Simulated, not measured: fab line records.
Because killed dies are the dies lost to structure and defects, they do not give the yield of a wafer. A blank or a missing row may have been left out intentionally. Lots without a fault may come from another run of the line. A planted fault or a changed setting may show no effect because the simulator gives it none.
fab line records | flow berkeley-cmos170
record: lots: 13 | wafers: 39 | last-day: 11
route steps=331 shown PWELL@48 PLDD@155 PSD@178 M1@249
lots untouched by any fault: they come from a run of this same line in which no faults occurred
start-h: the number of hours between the record's first day and the start of the first shown wafer of the lot | wait-h: hours since the lot's step before | " repeats the value in the row above | L1.1+2: a single row standing in for several wafers | - no value, or no start was given | * or withheld: withheld | < > ~ a bound
route shown NAME@n: NAME is a module with steps in the file, n the number in the route of the first one | usual: mean and standard deviation over wafers with no fault | same: alike in all rows | chamber/n: place in a boat | sites: the reading at each site | _std_site: standard deviation of those values | _edge_site: outer sites' mean less inner sites' | radius-mm: how far each site lies from the wafer's centre | mask NAME#n: copy n | behind: the last tool/chamber to shape the wafer | hold: cause of the lot's hold/its duration in hours/its outcome | device: the n, p or np transistor that did not switch | end of line: the same wafers' tests at the end of the route | for a step that has no rows: nothing shown but its recipe | killed: at the first sort, the dies lost to defects and structure; wafer yield is something else | map: a wafer's dies, x killed, . not, _ none there
set.NAME: the setting that was run; set.NAME@STEP: the one run at that earlier step | model.NAME: the simulator's own value behind a step, which no gauge read
the route's steps for a sample of lots (tables are steps, rows are wafers)
services: when a tool's chamber went out of use (start-h, in hours from the record's first day, below 0 if earlier), for how many hours, and the reason
== steps ==
step: UCB170_PWELL_ETCH_14
recipe: chemistry: CH3F/Ar/O2 | target: Si3N4 | stop-on: SiO2 | CH3F_flow_sccm: 20 | Ar_flow_sccm: 50 | O2_flow_sccm: 7 | pressure-mtorr: 50 | rf-w: 450 | target-depth-a: 2420 | over-etch-frac: 0.1 | time-s: 151
usual: O2_flow_sccm: 7.000/0.022 | drypump-motor-current-A: 5.5/0.47 | oes-product-au: 0.945/0.017 | throttle-valve-pct: 8.04/0.087
lot.wafer | tool        | chamber | start-h | wait-h | O2_flow_sccm | drypump-motor-current-A | oes-product-au | rf-hours-counter-h | throttle-valve-pct
L203.1    | rie-diel-01 | 3       | 48.95   | 0.0    | 6.979        | 5.7                     | 0.960          | 28                 | 8.10
L203.4    | "           | 0       | "       | "      | 7.024        | 6.0                     | 0.936          | 167                | 8.09
L203.6    | "           | 1       | "       | "      | 7.004        | 5.6                     | 0.944          | -                  | 8.21
L204.1    | rie-diel-02 | 1       | 56.74   | 0.0    | 6.995        | 5.0                     | 0.970          | 0                  | 8.11
L204.2    | "           | 2       | "       | "      | 6.983        | 4.8                     | 0.943          | 17                 | 8.03
L204.4    | "           | 0       | "       | "      | 7.013        | 5.3                     | 0.920          | 102                | 8.01
L205.1    | rie-diel-02 | 1       | 65.68   | 0.0    | 6.962        | 5.0                     | 0.958          | 0                  | 8.12
L205.3    | "           | 0       | "       | "      | 7.022        | 5.3                     | 0.923          | 102                | 8.01
L205.5    | "           | 1       | "       | "      | 6.981        | 5.0                     | 0.970          | -                  | 8.11
L206.1    | rie-diel-04 | 2       | 65.92   | 0.0    | 7.002        | 5.4                     | 0.949          | 157                | 7.89
L206.5    | "           | 3       | "       | "      | 6.988        | 6.0                     | 0.921          | -                  | 7.99
L206.6    | "           | 2       | "       | "      | 6.990        | 5.4                     | 0.957          | -                  | 7.90
L207.1    | rie-diel-04 | 3       | 72.23   | 0.0    | 6.973        | 6.0                     | 0.919          | 82                 | 7.99
L207.3    | "           | 2       | "       | "      | 7.027        | 5.4                     | 0.962          | 157                | 7.89
L207.6    | "           | 3       | "       | "      | 7.001        | 6.0                     | 0.919          | -                  | 8.00
L208.1    | rie-diel-02 | 3       | 78.01   | 0.0    | 6.978        | 5.5                     | 0.963          | 148                | 7.99
L208.3    | "           | 1       | "       | "      | 6.964        | 5.0                     | 0.971          | 1                  | 8.12
L208.5    | "           | 0       | "       | "      | 7.038        | 5.3                     | 0.926          | -                  | 8.03
L209.2    | rie-diel-01 | 2       | 78.26   | 0.0    | 7.020        | 6.8                     | 0.953          | 14                 | 8.16
L209.3    | "           | 3       | "       | "      | 6.972        | 5.7                     | 0.966          | 29                 | 8.10
L209.5    | "           | 3       | "       | "      | 6.994        | 5.7                     | 0.962          | -                  | 8.09
L212.4    | rie-diel-02 | 0       | 93.84   | 0.0    | 7.006        | 5.3                     | 0.918          | 104                | 7.99
L212.5    | "           | 2       | "       | "      | 7.021        | 4.7                     | 0.934          | -                  | 8.02
L212.6    | "           | 1       | "       | "      | 7.006        | 5.0                     | 0.964          | -                  | 8.13
L219.3    | rie-diel-01 | 1       | 135.40  | 0.0    | 6.977        | 5.6                     | 0.956          | 90                 | 8.23
L219.4    | "           | 2       | "       | "      | 7.025        | 6.8                     | 0.959          | 16                 | 8.17
L219.5    | "           | 0       | "       | "      | 7.014        | 6.0                     | 0.934          | -                  | 8.09
L220.3    | rie-diel-01 | 0       | 140.41  | 0.0    | 6.960        | 6.0                     | 0.922          | 1                  | 8.08
L220.4    | "           | 1       | "       | "      | 6.998        | 5.6                     | 0.949          | 90                 | 8.21
L220.6    | "           | 1       | "       | "      | 7.010        | 5.6                     | 0.958          | -                  | 8.21
L221.1    | rie-diel-02 | 3       | 142.60  | 0.0    | 7.013        | 5.6                     | 0.959          | 151                | 8.00
L221.3    | "           | 2       | "       | "      | 6.983        | 4.7                     | 0.942          | 21                 | 8.04
L221.5    | "           | 2       | "       | "      | 6.987        | 4.7                     | 0.932          | -                  | 8.02
L222.1    | rie-diel-04 | 3       | 150.36  | 0.0    | 7.041        | 6.0                     | 0.930          | 85                 | 7.99
L222.3    | "           | 2       | "       | "      | 7.009        | 5.4                     | 0.970          | 160                | 7.87
L222.5    | "           | 0       | "       | "      | 7.045        | 5.7                     | 0.955          | -                  | 8.13
L223.1    | rie-diel-04 | 3       | 156.19  | 0.0    | 6.961        | 6.0                     | 0.925          | 86                 | 7.99
L223.3    | "           | 0       | "       | "      | 6.994        | 5.7                     | 0.955          | 16                 | 8.11
L223.6    | "           | 1       | "       | "      | 7.025        | 4.9                     | 0.944          | -                  | 7.92
step: UCB170_PLDD_STRIP_10
recipe: chemistry: O2 | power-w: 400 | pressure-mtorr: 3500 | platen-temp-c: withheld | o2-flow-sccm: 400 | overash-fraction: 0.5
usual: drypump-motor-current-A: 5.5/0.5 | o2-flow-sccm: 399.8/1.1 | oes-product-au: 0.734/0.0045 | strip-time-to-endpoint-s: 21.78/0.058
lot.wafer | tool            | chamber | start-h | wait-h | drypump-motor-current-A | o2-flow-sccm | oes-product-au | rf-hours-counter-h | strip-time-to-endpoint-s
L203.1    | plasma-asher-02 | 0       | 121.64  | 0.1    | 4.9                     | 400.5        | 0.728          | 38                 | 21.83
L203.4    | "               | 0       | "       | "      | 4.9                     | 400.8        | 0.735          | -                  | 21.84
L203.6    | "               | 1       | "       | "      | 5.2                     | 400.8        | 0.730          | -                  | 21.84
L204.1    | plasma-asher-03 | 0       | 137.71  | 0.1    | 6.2                     | 398.8        | 0.734          | 34                 | 21.82
L204.2    | "               | 1       | "       | "      | 5.5                     | 400.7        | 0.738          | 34                 | 21.79
L204.4    | "               | 1       | "       | "      | 5.5                     | 399.4        | 0.737          | -                  | 21.78
L205.1    | plasma-asher-04 | 1       | 148.59  | 0.1    | 5.8                     | 401.4        | 0.743          | 3                  | 21.74
L205.3    | "               | 0       | "       | "      | 6.2                     | 400.1        | 0.736          | -                  | 21.81
L205.5    | "               | 1       | "       | "      | 5.8                     | 399.6        | 0.728          | -                  | 21.80
L207.1    | plasma-asher-03 | 0       | 148.88  | 0.1    | 6.2                     | 399.0        | 0.730          | 35                 | 21.65
L207.3    | "               | 1       | "       | "      | 5.5                     | 397.6        | 0.734          | -                  | 21.69
L207.6    | "               | 0       | "       | "      | 6.2                     | 398.2        | 0.725          | -                  | 21.66
L206.1    | plasma-asher-02 | 1       | 149.24  | 0.1    | 5.1                     | 397.6        | 0.737          | 40                 | 21.76
L206.5    | "               | 0       | "       | "      | 4.9                     | 399.6        | 0.736          | -                  | 21.69
L206.6    | "               | 1       | "       | "      | 5.1                     | 398.7        | 0.727          | -                  | 21.74
L209.2    | plasma-asher-02 | 0       | 171.11  | 0.1    | 4.9                     | 401.2        | 0.737          | 42                 | 21.78
L209.3    | "               | 1       | "       | "      | 5.2                     | 400.3        | 0.737          | -                  | 21.86
L209.5    | "               | 0       | "       | "      | 4.9                     | 400.6        | 0.728          | -                  | 21.85
L208.1    | plasma-asher-03 | 1       | 171.50  | 0.1    | 5.5                     | 399.6        | 0.734          | 37                 | 21.82
L208.3    | "               | 0       | "       | "      | 6.2                     | 396.8        | 0.736          | -                  | 21.84
L208.5    | "               | 0       | "       | "      | 6.2                     | 397.7        | 0.731          | -                  | 21.86
L212.4    | plasma-asher-02 | 0       | 177.09  | 0.1    | 4.9                     | 399.6        | 0.732          | -                  | 21.76
L212.5    | "               | 0       | "       | "      | 4.9                     | 398.9        | 0.732          | -                  | 21.80
L212.6    | "               | 1       | "       | "      | 5.2                     | 400.1        | 0.735          | -                  | 21.78
L219.3    | plasma-asher-02 | 0       | 220.54  | 0.1    | 4.9                     | 401.7        | 0.733          | -                  | 21.86
L219.4    | "               | 1       | "       | "      | 5.1                     | 398.9        | 0.734          | -                  | 21.87
L219.5    | "               | 0       | "       | "      | 4.9                     | 399.8        | 0.733          | -                  | 21.82
L221.1    | plasma-asher-03 | 1       | 220.62  | 0.1    | 5.5                     | 400.9        | 0.731          | 42                 | 21.71
L221.3    | "               | 0       | "       | "      | 6.2                     | 399.4        | 0.731          | -                  | 21.75
L221.5    | "               | 1       | "       | "      | 5.5                     | 399.9        | 0.731          | -                  | 21.76
L220.3    | plasma-asher-02 | 1       | 221.02  | 0.1    | 5.2                     | 400.1        | 0.733          | -                  | 21.79
L220.4    | "               | 0       | "       | "      | 4.9                     | 398.5        | 0.736          | -                  | 21.71
L220.6    | "               | 0       | "       | "      | 4.9                     | 399.4        | 0.727          | -                  | 21.69
L222.1    | plasma-asher-03 | 0       | 227.59  | 0.1    | 6.2                     | 400.1        | 0.735          | 43                 | 21.91
L222.3    | "               | 0       | "       | "      | 6.2                     | 400.2        | 0.730          | -                  | 21.78
L222.5    | "               | 0       | "       | "      | 6.2                     | 400.2        | 0.734          | -                  | 21.85
L223.1    | plasma-asher-03 | 0       | 234.05  | 0.1    | 6.2                     | 400.3        | 0.732          | 44                 | 21.76
L223.3    | "               | 0       | "       | "      | 6.2                     | 400.8        | 0.737          | -                  | 21.74
L223.6    | "               | 0       | "       | "      | 6.2                     | 399.6        | 0.729          | -                  | 21.78
step: UCB170_PSD_EXPOSE_03
recipe: mask-id: PSELECT_MOD | na: 0.5 | sigma-outer: 0.6 | source-shape: conventional | target-cd-nm: 1200 | dose-mj: 30
lot.wafer  | tool           | chamber | start-h | wait-h | mask
L203.1+4+6 | krf-scanner-02 | 0       | 128.48  | 0.3    | PSELECT_MOD#0
L204.1+2+4 | krf-scanner-01 | 0       | 146.00  | 0.1    | PSELECT_MOD#0
L207.1+3+6 | krf-scanner-01 | 0       | 155.88  | 0.1    | PSELECT_MOD#0
L206.1+5+6 | krf-scanner-02 | 0       | 156.12  | 0.3    | PSELECT_MOD#0
L205.1+3+5 | krf-scanner-01 | 0       | 156.36  | 0.3    | PSELECT_MOD#0
L209.2+3+5 | krf-scanner-01 | 0       | 177.17  | 0.1    | PSELECT_MOD#0
L208.1+3+5 | krf-scanner-02 | 0       | 177.41  | 0.3    | PSELECT_MOD#0
L212.4+5+6 | krf-scanner-01 | 0       | 184.88  | 0.2    | PSELECT_MOD#0
L219.3+4+5 | krf-scanner-02 | 0       | 227.02  | 0.2    | PSELECT_MOD#0
L221.1+3+5 | krf-scanner-02 | 0       | 227.10  | 0.4    | PSELECT_MOD#0
L220.3+4+6 | krf-scanner-02 | 0       | 227.26  | 0.4    | PSELECT_MOD#0
L222.1+3+5 | krf-scanner-02 | 0       | 234.84  | 0.4    | PSELECT_MOD#0
L223.1+3+6 | krf-scanner-02 | 0       | 242.19  | -      | PSELECT_MOD#0
step: UCB170_PSD_OVL_MEAS_07
usual: PSD_OVL: 1/6.2
lot.wafer | tool       | chamber | start-h | wait-h | PSD_OVL[nm]
L203.1    | overlay-02 | -       | 129.13  | 0.1    | 0
L203.4    | "          | -       | "       | "      | 0
L203.6    | "          | -       | "       | "      | -3
L204.1    | overlay-01 | -       | 146.65  | 0.1    | 7
L204.2    | "          | -       | "       | "      | 14
L204.4    | "          | -       | "       | "      | 5
L207.1    | overlay-02 | -       | 156.55  | 0.1    | 2
L207.3    | "          | -       | "       | "      | 3
L207.6    | "          | -       | "       | "      | -3
L206.1    | overlay-01 | -       | 156.82  | 0.1    | 10
L206.5    | "          | -       | "       | "      | 7
L206.6    | "          | -       | "       | "      | 6
L205.1    | overlay-02 | -       | 156.93  | 0.1    | 182
L205.3    | "          | -       | "       | "      | 187
L205.5    | "          | -       | "       | "      | 189
L209.2    | overlay-02 | -       | 177.67  | 0.1    | 191
L209.3    | "          | -       | "       | "      | 199
L209.5    | "          | -       | "       | "      | 191
L208.1    | overlay-02 | -       | 178.22  | 0.1    | -2
L208.3    | "          | -       | "       | "      | -5
L208.5    | "          | -       | "       | "      | -3
L212.4    | overlay-02 | -       | 185.35  | 0.1    | 188
L212.5    | "          | -       | "       | "      | 184
L212.6    | "          | -       | "       | "      | 184
L219.3    | overlay-02 | -       | 227.54  | 0.1    | -1
L219.4    | "          | -       | "       | "      | 2
L219.5    | "          | -       | "       | "      | -8
L221.1    | overlay-01 | -       | 227.70  | 0.1    | 5
L221.3    | "          | -       | "       | "      | -8
L221.5    | "          | -       | "       | "      | 0
L220.3    | overlay-01 | -       | 228.25  | 0.1    | -4
L220.4    | "          | -       | "       | "      | -1
L220.6    | "          | -       | "       | "      | -6
L222.1    | overlay-02 | -       | 235.53  | 0.1    | -12
L222.3    | "          | -       | "       | "      | -1
L222.5    | "          | -       | "       | "      | -5
L223.1    | overlay-02 | -       | 243.76  | 0.1    | 1
L223.3    | "          | -       | "       | "      | 0
L223.6    | "          | -       | "       | "      | -4
step: UCB170_M1_ETCH_11
recipe: chemistry: N2/H2 | target-depth-a: withheld | overetch-a: withheld | target: BARC | time-s: withheld | source-w: 500 | bias-w: 100 | pressure-mtorr: 30 | n2-flow-sccm: 100 | h2-flow-sccm: 200
usual: drypump-motor-current-A: 6.0/0.48 | oes-product-au: 1.00/0.033 | throttle-valve-pct: 13.34/0.19
lot.wafer | tool        | chamber | start-h | wait-h | drypump-motor-current-A | oes-product-au | throttle-valve-pct
L203.1    | rie-diel-03 | 3       | 142.83  | 0.0    | 6.2                     | 1.04           | 13.54
L203.4    | "           | 0       | "       | "      | 6.5                     | 0.97           | 13.30
L203.6    | "           | 3       | "       | "      | 6.2                     | 1.04           | 13.56
L204.1    | rie-diel-01 | 3       | 162.09  | 0.0    | 5.7                     | 0.99           | 13.26
L204.2    | "           | 1       | "       | "      | 5.6                     | 1.01           | 13.77
L204.4    | "           | 0       | "       | "      | 6.0                     | 0.95           | 13.36
L205.1    | rie-diel-03 | 2       | 168.97  | 0.0    | 6.6                     | 1.01           | 13.22
L205.3    | "           | 0       | "       | "      | 6.5                     | 0.94           | 13.31
L205.5    | "           | 0       | "       | "      | 6.5                     | 0.94           | 13.30
L206.1    | rie-diel-01 | 1       | 170.74  | 0.0    | 5.6                     | 1.03           | 13.78
L206.5    | "           | 3       | "       | "      | 5.6                     | 0.99           | 13.23
L206.6    | "           | 0       | "       | "      | 6.0                     | 0.95           | 13.40
L207.1    | rie-diel-03 | 0       | 171.32  | 0.0    | 6.5                     | 0.95           | 13.29
L207.3    | "           | 1       | "       | "      | 5.9                     | 1.03           | 13.20
L207.6    | "           | 3       | "       | "      | 6.1                     | 1.05           | 13.55
L209.2    | rie-diel-03 | 1       | 188.53  | 0.0    | 6.0                     | 1.03           | 13.20
L209.3    | "           | 0       | "       | "      | 6.5                     | 0.95           | 13.31
L209.5    | "           | 2       | "       | "      | 6.5                     | 1.01           | 13.23
L208.1    | rie-diel-04 | 3       | 189.32  | 0.0    | 6.0                     | 0.96           | 13.17
L208.3    | "           | 2       | "       | "      | 5.4                     | 1.02           | 13.17
L208.5    | "           | 3       | "       | "      | 6.0                     | 0.95           | 13.18
L212.4    | rie-diel-04 | 0       | 197.69  | 0.0    | 5.7                     | 1.00           | 13.39
L212.5    | "           | 0       | "       | "      | 5.7                     | 1.00           | 13.40
L212.6    | "           | 3       | "       | "      | 6.0                     | 0.96           | 13.18
L219.3    | rie-diel-01 | 1       | 242.25  | 0.0    | 5.6                     | 1.03           | 13.80
L219.4    | "           | 3       | "       | "      | 5.7                     | 1.00           | 13.24
L219.5    | "           | 2       | "       | "      | 6.8                     | 1.03           | 13.32
L221.1    | rie-diel-04 | 3       | 242.80  | 0.0    | 6.0                     | 0.96           | 13.18
L221.3    | "           | 0       | "       | "      | 5.7                     | 1.01           | 13.40
L221.5    | "           | 1       | "       | "      | 5.0                     | 1.01           | 13.08
L220.3    | rie-diel-01 | 2       | 243.21  | 0.0    | 6.8                     | 1.03           | 13.31
L220.4    | "           | 0       | "       | "      | 6.0                     | 0.95           | 13.38
L220.6    | "           | 2       | "       | "      | 6.8                     | 1.04           | 13.30
L222.1    | rie-diel-01 | 0       | 250.18  | 0.0    | 6.0                     | 0.94           | 13.37
L222.3    | "           | 3       | "       | "      | 5.7                     | 0.98           | 13.24
L222.5    | "           | 0       | "       | "      | 6.0                     | 0.95           | 13.38
L223.1    | rie-diel-01 | 2       | 257.61  | 0.0    | 6.8                     | 1.04           | 13.30
L223.3    | "           | 3       | "       | "      | 5.7                     | 0.99           | 13.26
L223.6    | "           | 0       | "       | "      | 6.0                     | 0.95           | 13.38
== services ==
tool            | chamber | start-h | hours | kind
krf-scanner-02  | -       | 28.18   | 1.3   | pm
krf-scanner-01  | -       | 47.25   | 0.8   | pm
rie-diel-04     | -       | 48.61   | 2.8   | pm
krf-scanner-01  | -       | 48.86   | 4.4   | pm
rie-diel-04     | 1       | 62.70   | 11.3  | repair
rie-diel-04     | 2       | 74.40   | 12.1  | repair
krf-scanner-02  | -       | 75.30   | 0.8   | pm
plasma-asher-03 | -       | 76.41   | 7.7   | pm
rie-diel-01     | 0       | 100.37  | 7.4   | repair
krf-scanner-02  | -       | 118.02  | 0.2   | repair
krf-scanner-02  | -       | 120.41  | 0.9   | repair
rie-diel-04     | 3       | 120.45  | 9.8   | repair
rie-diel-01     | -       | 123.72  | 0.3   | repair
plasma-asher-03 | -       | 125.59  | 0.5   | repair
krf-scanner-02  | -       | 142.09  | 1.0   | pm
plasma-asher-02 | -       | 143.36  | 2.8   | pm
krf-scanner-02  | -       | 170.31  | 4.0   | pm
plasma-asher-02 | -       | 174.93  | 0.5   | repair
rie-diel-01     | -       | 198.21  | 0.3   | repair
krf-scanner-02  | -       | 204.08  | 1.3   | pm
rie-diel-01     | 2       | 209.91  | 3.7   | repair
rie-diel-01     | -       | 227.85  | 0.4   | repair
rie-diel-04     | 2       | 240.14  | 12.7  | repair
krf-scanner-02  | -       | 244.21  | 0.8   | pm
== key ==
first-sign: step: UCB170_PSD_OVL_MEAS_07 | reading: PSD_OVL | direction: up | sigmas: 30 | usual: 1 | struck: 188
effect none on later readings
met-at UCB170_PSD_EXPOSE_03
struck-lots L205,L209,L212
tester-left-out L205,L209,L212
not-acting-at UCB170_PWELL_ETCH_14,UCB170_PLDD_STRIP_10,UCB170_M1_ETCH_11
onset-between 155.88 156.36
fault: kind: scanner-matching-overlay | tool: krf-scanner-01 | chamber: - | onset-h: 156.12 | steps: UCB170_PSD_EXPOSE_03 | offset: 180
tester-left-out: of these lots the tester's yield and bins aren't shown, on N5 and GAA mostly nor the transistor test; their killed dies are dies lost to structure and defects alone, not to doping, threshold or leakage, so they don't give the yield
